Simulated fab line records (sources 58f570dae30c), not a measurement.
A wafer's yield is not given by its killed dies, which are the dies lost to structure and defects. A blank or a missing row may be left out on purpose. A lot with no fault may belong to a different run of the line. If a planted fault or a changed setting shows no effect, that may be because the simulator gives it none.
fab line records | flow berkeley-cmos170
record lots=5 wafers=23
route steps=331 shown V2@294 M3@321
start-h: hours from the record's opening day to when the first of the lot's shown wafers began | wait-h: hours from the lot's prior step to this one | " identical to the entry in the row above | L1.1+2: a row that stands for several wafers | - value missing, or start not given | * or withheld: withheld | < > ~ a bound
route shown NAME@n: names a module that has steps shown in the file, with the first one's number in the route | usual: average and standard deviation across the fault-free wafers | same: alike in all rows | chamber/n: place in a boat | sites: each site's reading | _std_site: the values' standard deviation | _edge_site: mean of outer sites minus mean of inner sites | radius-mm: how far each site lies from the wafer's centre | mask NAME#n: copy n | behind: the last tool/chamber to shape the wafer | hold: what put the lot on hold/how long, in hours/how the hold closed | device: the n, p or np transistor that did not switch | end of line: tests run on the same wafers once the route is complete | step lacking rows: just its recipe | killed: at the first sort, the dies lost to defects and structure; wafer yield is something else | map: a wafer's dies, x killed, . not, _ none there
set.NAME: setting as actually run; set.NAME@STEP: the setting as run at that earlier step | model.NAME: the simulator's own value behind a step, which no gauge read
one table per step and one row per wafer, for lots whose settings were changed on purpose
## steps
# step UCB170_V2_CMP_02
# recipe material=SiO2 down-force-psi=6 platen-rpm=60 pad-velocity-m-s=0.75398
# columns lot.wafer tool chamber start-h wait-h set.leave-above-ref-nm model.SiO2_of_V2_CVD_00.thk-nm
L074.2+1+6 cmp-01 0,1,0 197.58 0.0 1000 1001
L074.3+5 " 2,1 " " 1000 1002
L080.2 cmp-01 1 225.32 0.0 1000 1000
L080.3 " 3 " " 1000 999.9
L080.4 " 0 " " 1000 1001
L081.1 cmp-02 3 226.05 0.1 1000 998.6
L081.4 " 1 " " 1055 1054
L081.2 " 2 " " 1055 1055
L081.5 " 3 " " 1000 999.1
L081.6 " 0 " " 1000 999.3
L083.4 cmp-02 1 237.37 0.0 977.4 977.1
L083.2+5 " 2 " " 1000 1002
L083.3 " 3 " " 977.4 977.9
L083.6 " 1 " " 977.4 977.2
L085.2 cmp-01 3 239.33 0.0 1037 1037
L085.3 " 0 " " 1037 1036
L085.4 " 2 " " 1037 1038
L085.5 " 3 " " 1000 1000
L085.6 " 0 " " 1000 1001
# step UCB170_V2_THK_MEAS_04
# recipe reads=SiO2_of_V2_CVD_00
# usual V2_POLISHED_THK=1000.5/0.92
# columns lot.wafer tool chamber start-h wait-h set.leave-above-ref-nm@V2_CMP_02 V2_POLISHED_THK[nm]
L074.1 film-metro-04 - 198.00 0.1 1000 1000.9
L074.2 " - " " 1000 1001.2
L074.3 " - " " 1000 1002.1
L074.5 " - " " 1000 1002.0
L074.6 " - " " 1000 1001.5
L080.2 film-metro-01 - 225.75 0.1 1000 999.8
L080.3 " - " " 1000 999.0
L080.4 " - " " 1000 1000.5
L081.1 film-metro-04 - 226.47 0.1 1000 998.2
L081.2 " - " " 1055 1056.0
L081.4 " - " " 1055 1054.5
L081.5 " - " " 1000 999.2
L081.6 " - " " 1000 999.5
L083.2 film-metro-01 - 237.80 0.1 1000 1001.1
L083.3 " - " " 977.4 977.8
L083.4 " - " " 977.4 977.8
L083.5 " - " " 1000 1000.4
L083.6 " - " " 977.4 977.3
L085.2 film-metro-03 - 239.76 0.1 1037 1037.2
L085.3 " - " " 1037 1035.5
L085.4 " - " " 1037 1038.7
L085.5 " - " " 1000 999.3
L085.6 " - " " 1000 1000.5
# step UCB170_V2_PEB_10
# recipe peb-temp-c=130 peb-time-s=withheld resist=KrF
# columns lot.wafer tool chamber start-h wait-h set.peb-temp-c
L074.1+2+3 litho-track-01 0 199.28 0.3 130
L074.5+6 " 0 " " 127
L080.2+3+4 litho-track-03 0 227.31 0.5 130
L081.1+4 litho-track-03 0 228.46 0.9 130
L081.2+5+6 " 0 " " 127.1
L083.2+3+4+5+6 litho-track-01 0 239.52 0.6 130
L085.2+3+5 litho-track-03 0 241.16 0.4 133
L085.4+6 " 0 " " 130
# step UCB170_V2_DEVELOP_11
# recipe developer=TMAH develop-time-s=45 resist=KrF dev-temp-c=21
# step UCB170_V2_CD_MEAS_12
# recipe target-cd-nm=700
# usual cd-nm=700.0/1.5
# columns lot.wafer tool chamber start-h wait-h set.peb-temp-c@V2_PEB_10 cd-nm
L074.1 cd-sem-02 - 199.55 - 130 697.6
L074.2 " - " " 130 697.4
L074.3 " - " " 130 698.7
L074.5 " - " " 127 676.3
L074.6 " - " " 127 675.2
L080.2 cd-sem-01 - 227.58 - 130 698.6
L080.3 " - " " 130 699.0
L080.4 " - " " 130 698.0
L081.1 cd-sem-01 - 228.74 - 130 699.1
L081.2 " - " " 127.1 678.7
L081.4 " - " " 130 700.3
L081.5 " - " " 127.1 677.1
L081.6 " - " " 127.1 678.6
L083.2 cd-sem-01 - 239.79 - 130 701.2
L083.3 " - " " 130 700.9
L083.4 " - " " 130 700.7
L083.5 " - " " 130 700.7
L083.6 " - " " 130 702.4
L085.2 cd-sem-01 - 241.43 - 133 717.0
L085.3 " - " " 133 717.9
L085.4 " - " " 130 699.0
L085.5 " - " " 133 717.8
L085.6 " - " " 130 699.9
# step UCB170_V2_ETCH_14
# recipe chemistry=CHF3/CF4/Ar target=SiO2 stop-on=Al CHF3_flow_sccm=45 cf4-flow-sccm=15 Ar_flow_sccm=150 pressure-mtorr=200 rf-w=700 target-depth-a=12500 over-etch-frac=0.25 time-s=291
# columns lot.wafer tool chamber start-h wait-h set.leave-above-ref-nm@V2_CMP_02 set.peb-temp-c@V2_PEB_10 model.etch.depth-nm model.V2.feature-depth-nm model.V2.cd-nm
L074.1 rie-diel-04 3 199.71 0.0 1000 130 1001 1001 697.4
L074.2 " 1 " " 1000 130 1001 1001 697.7
L074.3 " 0 " " 1000 130 - 1002 699.2
L074.5 " 0 " " 1000 127 - 1002 676.3
L074.6 " 3 " " 1000 127 1001 1001 675.7
L080.2 rie-diel-04 2 227.72 0.0 1000 130 1000 1000 698.6
L080.3 " 0 " " 1000 130 999.9 999.9 699
L080.4 " 0 " " 1000 130 1001 1001 698.3
L081.1 rie-diel-02 3 228.89 0.0 1000 130 - 998.6 700
L081.2 " 0 " " 1055 127.1 1055 1055 680.2
L081.4 " 2 " " 1055 130 1054 1054 700.7
L081.5 " 0 " " 1000 127.1 999.1 999.3 678.1
L081.6 " 1 " " 1000 127.1 - 999.3 678.8
L083.2 rie-diel-03 2 239.93 0.0 1000 130 - 1002 700.9
L083.3 " 1 " " 977.4 130 977.9 977.9 701.1
L083.4 " 1 " " 977.4 130 977.1 977.1 699.9
L083.5 " 0 " " 1000 130 1002 1002 700.6
L083.6 " 2 " " 977.4 130 - 977.2 702.3
L085.2 rie-diel-03 1 241.56 0.0 1037 133 - 1037 716.2
L085.3 " 2 " " 1037 133 1036 1036 717.2
L085.4 " 0 " " 1037 130 1038 1038 698.7
L085.5 " 1 " " 1000 133 1000 1000 716.9
L085.6 " 2 " " 1000 130 - 1001 699.7
# step UCB170_V2_STRIP_15
# recipe chemistry=O2 power-w=400 pressure-mtorr=3500 platen-temp-c=withheld o2-flow-sccm=400 overash-fraction=0.5
# step UCB170_V2_CD_MEAS_90
# recipe target-cd-nm=700
# usual cd-nm=700.1/1.5
# columns lot.wafer tool chamber start-h wait-h set.peb-temp-c@V2_PEB_10 cd-nm
L074.1 cd-sem-02 - 200.05 0.1 130 697.4
L074.2 " - " " 130 697.5
L074.3 " - " " 130 699.4
L074.5 " - " " 127 676.2
L074.6 " - " " 127 676.1
L080.2 cd-sem-01 - 228.02 0.1 130 698.4
L080.3 " - " " 130 699.0
L080.4 " - " " 130 698.2
L081.1 cd-sem-01 - 229.17 0.1 130 700.0
L081.2 " - " " 127.1 680.4
L081.4 " - " " 130 701.0
L081.5 " - " " 127.1 678.0
L081.6 " - " " 127.1 678.6
L083.2 cd-sem-01 - 240.23 0.1 130 700.9
L083.3 " - " " 130 701.1
L083.4 " - " " 130 699.9
L083.5 " - " " 130 700.9
L083.6 " - " " 130 702.4
L085.2 cd-sem-01 - 241.86 0.1 133 716.1
L085.3 " - " " 133 717.5
L085.4 " - " " 130 698.8
L085.5 " - " " 133 716.7
L085.6 " - " " 130 699.6
# step UCB170_M3_EXPOSE_12
# recipe mask-id=METAL3 target-cd-nm=700 na=0.5 sigma-outer=0.6 source-shape=conventional dose-mj=26
# columns lot.wafer tool chamber start-h wait-h mask set.dose-mj
L074.1+3 krf-scanner-02 0 201.80 - METAL3#0 27.23
L074.2+5+6 " 0 " " METAL3#0 26
L080.2+3+4 krf-scanner-02 0 230.11 - METAL3#0 26
L081.1+5 krf-scanner-02 0 231.34 - METAL3#0 26
L081.2+4+6 " 0 " " METAL3#0 25.28
L083.2+3+6 krf-scanner-02 0 243.62 - METAL3#0 24.18
L083.4+5 " 0 " " METAL3#0 26
L085.2+4 krf-scanner-02 0 244.07 - METAL3#0 26
L085.3+5+6 " 0 " " METAL3#0 24.77
# step UCB170_M3_PEB_13
# recipe peb-temp-c=130 peb-time-s=withheld resist=KrF
# step UCB170_M3_DEVELOP_14
# recipe developer=TMAH develop-time-s=45 resist=KrF dev-temp-c=21
# step UCB170_M3_CD_MEAS_15
# recipe target-cd-nm=700
# usual cd-nm=699.5/1.3
# columns lot.wafer tool chamber start-h wait-h set.dose-mj@M3_EXPOSE_12 cd-nm
L074.1 cd-sem-01 - 202.19 - 27.23 691.4
L074.2 " - " " 26 697.8
L074.3 " - " " 27.23 690.6
L074.5 " - " " 26 698.8
L074.6 " - " " 26 698.7
L080.2 cd-sem-02 - 230.51 - 26 700.7
L080.3 " - " " 26 701.6
L080.4 " - " " 26 701.8
L081.1 cd-sem-01 - 231.82 - 26 699.1
L081.2 " - " " 25.28 704.5
L081.4 " - " " 25.28 705.0
L081.5 " - " " 26 699.5
L081.6 " - " " 25.28 704.1
L083.2 cd-sem-01 - 244.79 - 24.18 713.3
L083.3 " - " " 24.18 713.0
L083.4 " - " " 26 701.1
L083.5 " - " " 26 700.4
L083.6 " - " " 24.18 714.6
L085.2 cd-sem-01 - 245.11 - 26 701.4
L085.3 " - " " 24.77 708.0
L085.4 " - " " 26 700.8
L085.5 " - " " 24.77 708.4
L085.6 " - " " 24.77 707.9
# step UCB170_M3_ETCH_17
# recipe chemistry=N2/H2 target-depth-a=withheld overetch-a=withheld target=BARC time-s=withheld source-w=500 bias-w=100 pressure-mtorr=30 n2-flow-sccm=100 h2-flow-sccm=200
# columns lot.wafer tool chamber start-h wait-h set.dose-mj@M3_EXPOSE_12 model.M3.cd-nm
L074.1 rie-diel-03 0 202.35 0.0 27.23 691.6
L074.2 " 3 " " 26 697.2
L074.3 " 2 " " 27.23 690
L074.5 " 1 " " 26 698.7
L074.6 " 0 " " 26 698.8
L080.2 rie-diel-03 0 230.64 0.0 26 701.3
L080.3 " 2 " " 26 701.7
L080.4 " 1 " " 26 702
L081.1 rie-diel-04 1 231.97 0.0 26 699
L081.2+6 " 0,1 " " 25.28 704.2
L081.4 " 2 " " 25.28 704.3
L081.5 " 0 " " 26 699.6
L083.2 rie-diel-04 2 244.93 0.0 24.18 713.3
L083.3 " 0 " " 24.18 713
L083.4 " 1 " " 26 700.9
L083.5 " 0 " " 26 699.9
L083.6 " 2 " " 24.18 713.4
L085.2+4 rie-diel-01 1,2 245.24 0.0 26 701.1
L085.3 " 2 " " 24.77 708.6
L085.5 " 0 " " 24.77 709.1
L085.6 " 1 " " 24.77 708.1
# step UCB170_M3_METAL_ETCH_18
# recipe chemistry=Cl2/BCl3 target=Al stop-on=SiO2 pressure-mtorr=12 target-depth-a=11700 over-etch-frac=0.3 time-s=195 icp-w=600 bias-w=120 Cl2_flow_sccm=90 bcl3-flow-sccm=45
# columns lot.wafer tool chamber start-h wait-h set.dose-mj@M3_EXPOSE_12 model.M3.cd-nm
L074.1 rie-metal-04 0 202.39 - 27.23 685.8
L074.2 " 1 " " 26 695.4
L074.3 " 0 " " 27.23 685.3
L074.5 " 0 " " 26 694.4
L074.6 " 1 " " 26 696.6
L080.2 rie-metal-02 0 230.68 - 26 702.4
L080.3 " 1 " " 26 700.5
L080.4 " 0 " " 26 702.5
L081.1 rie-metal-04 1 232.01 - 26 699.9
L081.2 " 0 " " 25.28 705.4
L081.4 " 0 " " 25.28 704.3
L081.5 " 1 " " 26 701
L081.6 " 0 " " 25.28 704.1
L083.2 rie-metal-02 0 244.97 - 24.18 711.8
L083.3 " 1 " " 24.18 713.5
L083.4 " 0 " " 26 700
L083.5 " 0 " " 26 699.3
L083.6 " 1 " " 24.18 712.2
L085.2 rie-metal-04 1 245.28 - 26 701.3
L085.3 " 0 " " 24.77 705.4
L085.4 " 1 " " 26 698.5
L085.5 " 1 " " 24.77 708.4
L085.6 " 0 " " 24.77 707.2
# step UCB170_M3_STRIP_19
# recipe chemistry=O2 power-w=400 pressure-mtorr=3500 platen-temp-c=withheld o2-flow-sccm=400 overash-fraction=0.5
# step UCB170_M3_CD_MEAS_90
# recipe target-cd-nm=700
# usual cd-nm=699.5/2.2
# columns lot.wafer tool chamber start-h wait-h set.dose-mj@M3_EXPOSE_12 cd-nm
L074.1 cd-sem-01 - 202.68 0.1 27.23 685.8
L074.2 " - " " 26 695.5
L074.3 " - " " 27.23 685.6
L074.5 " - " " 26 694.5
L074.6 " - " " 26 696.5
L080.2 cd-sem-02 - 231.04 0.1 26 702.3
L080.3 " - " " 26 700.6
L080.4 " - " " 26 702.1
L081.1 cd-sem-01 - 232.30 0.1 26 699.8
L081.2 " - " " 25.28 705.7
L081.4 " - " " 25.28 704.3
L081.5 " - " " 26 701.4
L081.6 " - " " 25.28 704.0
L083.2 cd-sem-01 - 245.35 0.2 24.18 711.8
L083.3 " - " " 24.18 713.3
L083.4 " - " " 26 700.4
L083.5 " - " " 26 699.4
L083.6 " - " " 24.18 712.3
L085.2 cd-sem-02 - 245.69 0.2 26 701.5
L085.3 " - " " 24.77 705.4
L085.4 " - " " 26 698.2
L085.5 " - " " 24.77 708.2
L085.6 " - " " 24.77 707.6
## key
split step=UCB170_V2_CMP_02 setting=leave-above-ref-nm stated=1000 by=wafer
response step=UCB170_V2_CMP_02 reading=model.SiO2_of_V2_CVD_00.thk-nm change=+10.1 per=1% r=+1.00
response step=UCB170_V2_THK_MEAS_04 reading=V2_POLISHED_THK change=+10.2 per=1% r=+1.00
response step=UCB170_V2_ETCH_14 reading=model.etch.depth-nm change=+10.1 per=1% r=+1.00
response step=UCB170_V2_ETCH_14 reading=model.V2.feature-depth-nm change=+10.1 per=1% r=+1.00
split step=UCB170_V2_PEB_10 setting=peb-temp-c stated=130 by=wafer
response step=UCB170_V2_CD_MEAS_12 reading=cd-nm change=+9.03 per=1% r=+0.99
response step=UCB170_V2_ETCH_14 reading=model.V2.cd-nm change=+8.91 per=1% r=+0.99
response step=UCB170_V2_CD_MEAS_90 reading=cd-nm change=+8.91 per=1% r=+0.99
split step=UCB170_M3_EXPOSE_12 setting=dose-mj stated=26 by=wafer
response step=UCB170_M3_CD_MEAS_15 reading=cd-nm change=-1.7 per=1% r=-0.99
response step=UCB170_M3_ETCH_17 reading=model.M3.cd-nm change=-1.72 per=1% r=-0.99
response step=UCB170_M3_METAL_ETCH_18 reading=model.M3.cd-nm change=-1.79 per=1% r=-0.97
response step=UCB170_M3_CD_MEAS_90 reading=cd-nm change=-1.77 per=1% r=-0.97
